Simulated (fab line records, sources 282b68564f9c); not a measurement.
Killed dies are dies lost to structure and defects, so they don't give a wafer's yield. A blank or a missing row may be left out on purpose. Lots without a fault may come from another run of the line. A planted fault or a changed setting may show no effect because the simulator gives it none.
fab line records | flow rit_cmos
record lots=14 wafers=42 last_day=8
route steps=202 shown SILICIDE@162 M1@202
lots that met no fault: from a run of the same line without faults
start_h: hours from the record's first day to the start of the lot's first wafer shown | wait_h: hours since the lot's step before | " the same as in the row above | L1.1+2: a row that stands for several wafers | - no value, or no start given | * or withheld: withheld | < > ~ a bound
route shown NAME@n: a module of which the file shows steps, and the number in the route of the first | usual: mean/standard deviation of fault-free wafers | same: alike in all rows | chamber/n: place in a boat | sites: the reading at each site | _std_site: their standard deviation | _edge_site: outer sites' mean less inner sites' | radius_mm: how far each site lies from the wafer's centre | mask NAME#n: copy n | behind: the tool/chamber that last shaped the wafer | hold: why the lot was held/for how many hours/how that ended | device: the transistor (n, p or np) that didn't switch | end of line: the same wafers' tests at the end of the route | a step without rows: its recipe alone | killed: dies lost to structure and defects at the first sort, not the wafer's yield | map: a wafer's dies, x killed, . not, _ none there
set.NAME: the setting as run; set.NAME@STEP: as run at that earlier step | model.NAME: the simulator's own value behind a step, which no gauge read
steps of the route over a sample of lots; a table a step, a row a wafer
services: from which hour (start_h, from the record's first day; less than 0 if before it) a tool's chamber was out of use, for how many hours, and why
## steps
# step RIT_SILICIDE_SPUTTER_01
# recipe material=Ti target_thk_nm=30 power_w=350 chamber_pressure_pa=0.667 gas=Ar time_s=240 substrate_temp_c=25
# usual cathode_dc_power_W=349.99/0.068 throttle_valve_pct=29.8/1
# columns lot.wafer tool chamber start_h wait_h cathode_dc_power_W throttle_valve_pct
L388.2 pvd_sputter-02 - 60.52 0.0 350.00 29.7
L388.4 " - " " 350.00 29.0
L388.6 " - " " 349.98 31.4
L389.1 pvd_sputter-03 - 64.84 0.0 350.04 29.0
L389.3 " - " " 349.92 30.8
L389.4 " - " " 349.97 31.1
L391.2 pvd_sputter-02 - 74.22 0.0 350.07 31.5
L391.3 " - " " 327.51 29.3
L391.4 " - " " 350.02 28.6
L392.1 pvd_sputter-04 - 81.74 0.0 349.92 29.6
L392.2 " - " " 349.97 28.5
L392.5 " - " " 350.11 28.5
L394.1 pvd_sputter-02 - 90.41 0.0 327.41 29.3
L394.4 " - " " 350.02 29.9
L394.5 " - " " 327.46 29.2
L401.1 pvd_sputter-03 - 120.45 0.0 350.04 30.9
L401.2 " - " " 350.10 31.1
L401.3 " - " " 350.05 29.3
L402.3 pvd_sputter-04 - 125.81 0.0 350.00 29.6
L402.5 " - " " 350.04 30.2
L402.6 " - " " 349.95 28.4
L404.4 pvd_sputter-04 - 135.36 0.0 350.12 28.4
L404.5 " - " " 349.95 28.7
L404.6 " - " " 350.13 30.3
L405.4 pvd_sputter-03 - 136.60 0.0 350.02 30.8
L405.5 " - " " 349.90 31.2
L405.6 " - " " 350.05 31.0
L407.1 pvd_sputter-02 - 149.59 0.0 349.92 29.1
L407.2 " - " " 349.88 31.4
L407.3 " - " " 350.12 29.0
L406.1 pvd_sputter-03 - 152.18 0.0 349.97 29.0
L406.3 " - " " 350.02 30.6
L406.5 " - " " 349.95 29.0
L408.2 pvd_sputter-02 - 172.61 0.0 350.01 29.9
L408.3 " - " " 349.95 28.8
L408.5 " - " " 349.95 31.6
L409.2 pvd_sputter-04 - 173.17 0.0 349.94 28.6
L409.4 " - " " 349.90 28.6
L409.5 " - " " 349.89 29.6
L411.2 pvd_sputter-02 - 180.30 0.0 350.16 28.8
L411.3 " - " " 349.93 31.7
L411.4 " - " " 350.07 29.0
# step RIT_SILICIDE_RS_MEAS_02
# recipe thk_meas_gauge=four-point-probe reads=Ti_of_SILICIDE_SPUTTER_01
# usual SILICIDE_TI_RS=48.1/0.58
# columns lot.wafer tool chamber start_h wait_h hold SILICIDE_TI_RS[ohm/sq]
L388.2 film_metro-04 - 60.69 0.1 - 48.9
L388.4 " - " " - 47.6
L388.6 " - " " - 47.0
L389.1 film_metro-02 - 64.99 0.1 - 48.6
L389.3 " - " " - 48.8
L389.4 " - " " - 48.2
L391.2 film_metro-03 - 74.39 0.1 await_dispo/0.2h/release 47.9
L391.3 " - " " await_dispo/0.2h/release 52.4
L391.4 " - " " await_dispo/0.2h/release 48.4
L391.2 film_metro-03 - 74.67 0.3 - 48.3
L391.3 " - " " - 52.8
L391.4 " - " " - 48.8
L392.1 film_metro-02 - 81.89 0.1 - 48.3
L392.2 " - " " - 48.9
L392.5 " - " " - 48.3
L394.1 film_metro-02 - 90.56 0.1 await_dispo/0.2h/release 51.8
L394.4 " - " " await_dispo/0.2h/release 48.7
L394.5 " - " " await_dispo/0.2h/release 51.9
L394.1 film_metro-02 - 90.85 0.3 - 52.4
L394.4 " - " " - 49.2
L394.5 " - " " - 52.4
L401.1 film_metro-02 - 120.60 0.1 - 48.3
L401.2 " - " " - 47.6
L401.3 " - " " - 48.2
L402.3 film_metro-03 - 126.00 0.1 - 47.4
L402.5 " - " " - 47.8
L402.6 " - " " - 47.8
L404.4 film_metro-04 - 135.57 0.1 - 46.9
L404.5 " - " " - 47.9
L404.6 " - " " - 48.2
L405.4 film_metro-02 - 136.81 0.1 - 48.8
L405.5 " - " " - 49.5
L405.6 " - " " - 48.1
L407.1 film_metro-03 - 149.74 0.1 - 48.7
L407.2 " - " " - 48.5
L407.3 " - " " - 48.2
L406.1 film_metro-03 - 152.33 0.1 - 48.7
L406.3 " - " " - 48.8
L406.5 " - " " - 48.5
L408.2 film_metro-03 - 172.78 0.1 - 47.7
L408.3 " - " " - 47.8
L408.5 " - " " - 47.7
L409.2 film_metro-04 - 173.34 0.1 - 47.1
L409.4 " - " " - 48.2
L409.5 " - " " - 47.8
L411.2 film_metro-02 - 180.47 0.1 - 47.7
L411.3 " - " " - 47.6
L411.4 " - " " - 46.7
# step RIT_SILICIDE_THK_MEAS_03
# recipe thk_meas_gauge=xrf reads=Ti_of_SILICIDE_SPUTTER_01
# usual SILICIDE_TI_THK=30.0/0.32
# columns lot.wafer tool chamber start_h wait_h hold SILICIDE_TI_THK[nm]
L388.2 film_metro-04 - 60.80 0.1 - 29.5
L388.4 " - " " - 30.2
L388.6 " - " " - 30.4
L389.1 film_metro-02 - 65.11 0.1 - 30.0
L389.3 " - " " - 29.8
L389.4 " - " " - 30.0
L391.2 film_metro-03 - 75.73 1.0 await_dispo/0.2h/release 30.1
L391.3 " - " " await_dispo/0.2h/release 28.1
L391.4 " - " " await_dispo/0.2h/release 29.9
L391.2 film_metro-03 - 75.96 0.2 - 30.2
L391.3 " - " " - 28.1
L391.4 " - " " - 29.8
L392.1 film_metro-02 - 82.01 0.1 - 30.0
L392.2 " - " " - 29.8
L392.5 " - " " - 30.1
L394.1 film_metro-02 - 93.29 2.4 await_dispo/0.2h/release 28.3
L394.4 " - " " await_dispo/0.2h/release 29.7
L394.5 " - " " await_dispo/0.2h/release 28.3
L394.1 film_metro-02 - 93.52 0.2 - 28.3
L394.4 " - " " - 29.9
L394.5 " - " " - 28.3
L401.1 film_metro-02 - 120.72 0.1 - 30.2
L401.2 " - " " - 30.4
L401.3 " - " " - 30.2
L402.3 film_metro-03 - 126.10 0.1 - 30.3
L402.5 " - " " - 30.0
L402.6 " - " " - 30.1
L404.4 film_metro-04 - 135.66 0.1 - 30.8
L404.5 " - " " - 30.2
L404.6 " - " " - 30.0
L405.4 film_metro-02 - 136.90 0.1 - 29.9
L405.5 " - " " - 29.6
L405.6 " - " " - 30.2
L407.1 film_metro-03 - 149.86 0.1 - 29.6
L407.2 " - " " - 29.6
L407.3 " - " " - 30.0
L406.1 film_metro-03 - 152.45 0.1 - 29.6
L406.3 " - " " - 29.5
L406.5 " - " " - 29.6
L408.2 film_metro-03 - 172.89 0.1 - 30.2
L408.3 " - " " - 30.1
L408.5 " - " " - 30.1
L409.2 film_metro-04 - 173.45 0.1 - 30.5
L409.4 " - " " - 29.8
L409.5 " - " " - 30.0
L411.2 film_metro-02 - 180.58 0.1 - 30.3
L411.3 " - " " - 30.3
L411.4 " - " " - 30.8
# step RIT_M1_PROBE_99
# usual killed_at_M0_to_M3=0.0/0.083 killed_at_contacts=0.1/0.23 killed_at_front_end=6.2/2.8 killed_dies=6.3/2.7 killed_open=3.1/2 killed_short=3.2/1.8
# same gross_dies=264 killed_at_M4_up=0 killed_at_back_side=0 killed_at_other=0
# columns lot.wafer tool chamber start_h wait_h killed_at_M0_to_M3 killed_at_contacts killed_at_front_end killed_dies killed_open killed_short
L391.2 prober-01 - 84.91 0.1 0 0 5 5 2 3
L391.3 prober-01 - 84.96 0.2 0 0 6 6 1 5
L391.4 prober-01 - 85.01 0.2 0 0 8 8 4 4
L394.1 prober-02 - 102.89 0.1 1 0 1 2 1 1
L394.4 prober-02 - 103.04 0.2 0 0 10 10 6 4
L394.5 prober-02 - 103.09 0.2 0 0 5 5 3 2
# killed by level:class
L391.2 GATE:geometric_particle:short=2 GATE:geometric_particle:open=1 REOX:geometric_particle:short=1 SPACER:geometric_particle:open=1
L391.3 FOX2:geometric_particle:short=2 GATE:geometric_particle:short=1 REOX:geometric_particle:open=1 REOX:geometric_particle:short=1 SILICIDE:geometric_particle:short=1
L391.4 GATE:geometric_particle:open=3 REOX:geometric_particle:short=2 GATE:geometric_particle:short=1 SILICIDE:geometric_particle:open=1 SILICIDE:geometric_particle:short=1
L394.1 REOX:geometric_particle:open=1 M1:geometric_particle:short=1
L394.4 REOX:geometric_particle:open=3 GATE:geometric_particle:open=2 SILICIDE:geometric_particle:short=2 FOX1:geometric_particle:short=1 FOX1:geometric_particle:open=1 REOX:geometric_particle:short=1
L394.5 GATE:geometric_particle:short=2 FOX1:geometric_particle:open=1 GATE:geometric_particle:open=1 REOX:geometric_particle:open=1
## services
# columns tool chamber start_h hours kind
pvd_sputter-03 - 72.33 36.9 repair
pvd_sputter-02 - 123.28 3.5 repair
## key
first_sign step=RIT_SILICIDE_SPUTTER_01 reading=cathode_dc_power_W direction=down sigmas=99+ usual=349.99 struck=327.46
effect step=RIT_SILICIDE_RS_MEAS_02 reading=visit direction=added
effect step=RIT_SILICIDE_RS_MEAS_02 reading=SILICIDE_TI_RS direction=up sigmas=6.7 usual=48.1 struck=52.1
effect step=RIT_SILICIDE_THK_MEAS_03 reading=visit direction=added
effect step=RIT_SILICIDE_THK_MEAS_03 reading=SILICIDE_TI_THK direction=down sigmas=5.5 usual=30.0 struck=28.2
met_at RIT_SILICIDE_SPUTTER_01
struck_lots L391,L394
struck_wafers L391.3,L394.1,L394.5
tester_left_out L391,L394
onset_between 60.52 74.22
fault kind=process_parameter_drift tool=pvd_sputter-02 chamber=- onset_h=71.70 steps=RIT_SILICIDE_SPUTTER_01 channel=power_w offset=-22.53 shape=step end_h=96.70 stated=350 scope=struck_wafers_only
# tester_left_out: of these lots the tester's yield and bins aren't shown, on N5 and GAA mostly nor the transistor test; their killed dies are dies lost to structure and defects alone, not to doping, threshold or leakage, so they don't give the yield
